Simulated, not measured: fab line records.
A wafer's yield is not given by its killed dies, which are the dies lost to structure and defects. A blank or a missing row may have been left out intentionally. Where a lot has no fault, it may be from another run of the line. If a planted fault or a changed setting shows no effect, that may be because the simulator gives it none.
Commonality check across tools :: flow berkeleyCmos170 :: 42 wafers sampled across 14 lots

## WHY THIS WAS OPENED
On 2 of the 14 lots, a flag is raised at UCB170_ACTIVE_CD_MEAS_13 on the reading cdNm. Wafers without a fault read 1199.9 nm, standard deviation 1.2.
Rule: a lot gets a flag if all its wafers with a number sit over 4 standard deviations from that mean, or if no wafer of it has a number. The other lots count as sound.

lot: L447
measured: day 4 20:47
on: cdSem-01
cdNm (nm), wafer by wafer: 1198.2 1200.4 1199.6
flag: 

lot: L448
measured: day 5 05:04
on: cdSem-01
cdNm (nm), wafer by wafer: 1200.7 1199.9 1199.7
flag: 

lot: L449
measured: day 5 05:17
on: cdSem-02
cdNm (nm), wafer by wafer: 1199.0 1198.1 1199.3
flag: 

lot: L450
measured: day 5 18:37
on: cdSem-01
cdNm (nm), wafer by wafer: 1200.4 1199.8 1199.0
flag: 

lot: L452
measured: day 6 01:02
on: cdSem-01
cdNm (nm), wafer by wafer: 1200.0 1198.7 1200.2
flag: 

lot: L454
measured: day 6 05:27
on: cdSem-01
cdNm (nm), wafer by wafer: 1199.4 1199.0 1199.6
flag: 

lot: L456
measured: day 6 19:31
on: cdSem-01
cdNm (nm), wafer by wafer: 1143.4 1144.1 1144.5
flag: FLAGGED

lot: L459
measured: day 7 02:13
on: cdSem-02
cdNm (nm), wafer by wafer: 1144.6 1143.3 1144.5
flag: FLAGGED

lot: L461
measured: day 7 11:16
on: cdSem-01
cdNm (nm), wafer by wafer: 1198.5 1198.9 1199.0
flag: 

lot: L466
measured: day 9 01:03
on: cdSem-01
cdNm (nm), wafer by wafer: 1200.6 1201.1 1201.2
flag: 

lot: L467
measured: day 9 01:17
on: cdSem-01
cdNm (nm), wafer by wafer: 1201.4 1200.7 1201.5
flag: 

lot: L468
measured: day 9 23:55
on: cdSem-01
cdNm (nm), wafer by wafer: 1199.4 1198.4 1200.3
flag: 

lot: L469
measured: day 10 00:12
on: cdSem-02
cdNm (nm), wafer by wafer: 1202.3 1201.1 1201.3
flag: 

lot: L470
measured: day 10 11:05
on: cdSem-02
cdNm (nm), wafer by wafer: 1199.5 1201.6 1198.7
flag: 
Average over the flagged lots: 1144.1 nm; offset from the usual -55.8 nm, equal to -47 standard deviations.

## LOT BY LOT: THE TOOL USED
The record keeps 1 process step preceding the reading, out of 331 steps on the route. Every cell lists first the tool, next ch and the chambers used by the sampled wafers, and last the start.
lot: L447
flag: 
UCB170_ACTIVE_PEB_11: lithoTrack-01 ch 0, day 4 20:32

lot: L448
flag: 
UCB170_ACTIVE_PEB_11: lithoTrack-01 ch 0, day 5 04:47

lot: L449
flag: 
UCB170_ACTIVE_PEB_11: lithoTrack-03 ch 0, day 5 05:01

lot: L450
flag: 
UCB170_ACTIVE_PEB_11: lithoTrack-01 ch 0, day 5 18:16

lot: L452
flag: 
UCB170_ACTIVE_PEB_11: lithoTrack-03 ch 0, day 6 00:46

lot: L454
flag: 
UCB170_ACTIVE_PEB_11: lithoTrack-01 ch 0, day 6 05:10

lot: L456
flag: FLAGGED
UCB170_ACTIVE_PEB_11: lithoTrack-01 ch 0, day 6 19:14

lot: L459
flag: FLAGGED
UCB170_ACTIVE_PEB_11: lithoTrack-01 ch 0, day 7 01:56

lot: L461
flag: 
UCB170_ACTIVE_PEB_11: lithoTrack-03 ch 0, day 7 11:00

lot: L466
flag: 
UCB170_ACTIVE_PEB_11: lithoTrack-04 ch 0, day 9 00:47

lot: L467
flag: 
UCB170_ACTIVE_PEB_11: lithoTrack-03 ch 0, day 9 01:00

lot: L468
flag: 
UCB170_ACTIVE_PEB_11: lithoTrack-04 ch 0, day 9 23:39

lot: L469
flag: 
UCB170_ACTIVE_PEB_11: lithoTrack-03 ch 0, day 9 23:56

lot: L470
flag: 
UCB170_ACTIVE_PEB_11: lithoTrack-01 ch 0, day 10 10:49
These steps, and what they do:
- UCB170_ACTIVE_PEB_11
- UCB170_ACTIVE_CD_MEAS_13: target cd 1200 nm.

## FLAGGED AGAINST TOTAL, ONE TOOL AT A TIME (gauges that did the reading follow at the end)
step: UCB170_ACTIVE_PEB_11
tool: lithoTrack-01
lots run: 7
flagged: 2
share of the flagged lots: all
sound lots run after its first flagged lot: 1 (L470)

step: UCB170_ACTIVE_PEB_11
tool: lithoTrack-03
lots run: 5
flagged: 0
share of the flagged lots: none
sound lots run after its first flagged lot: -

step: UCB170_ACTIVE_PEB_11
tool: lithoTrack-04
lots run: 2
flagged: 0
share of the flagged lots: none
sound lots run after its first flagged lot: -

step: UCB170_ACTIVE_CD_MEAS_13
tool: cdSem-01
lots run: 10
flagged: 1
share of the flagged lots: some
sound lots run after its first flagged lot: 4 (L461,L466,L467,L468)

step: UCB170_ACTIVE_CD_MEAS_13
tool: cdSem-02
lots run: 4
flagged: 1
share of the flagged lots: some
sound lots run after its first flagged lot: 2 (L469,L470)

## WHAT THE TABLE PERMITS
1 row of the table ran every flagged lot: lithoTrack-01 at UCB170_ACTIVE_PEB_11.
- lithoTrack-01 at UCB170_ACTIVE_PEB_11: 2 of its 7 lots flagged. Sound lots ran on it after the first flagged one (L470), which a lasting fault on the whole tool wouldn't allow. Its own readings lie more than 4 standard deviations out on every wafer of the flagged lots: heaterPowerTotalW, plateTempC.
There is no row in the table that ran each flagged lot and no sound lot after the first.

## WHAT THE SIMULATOR HAD PUT IN
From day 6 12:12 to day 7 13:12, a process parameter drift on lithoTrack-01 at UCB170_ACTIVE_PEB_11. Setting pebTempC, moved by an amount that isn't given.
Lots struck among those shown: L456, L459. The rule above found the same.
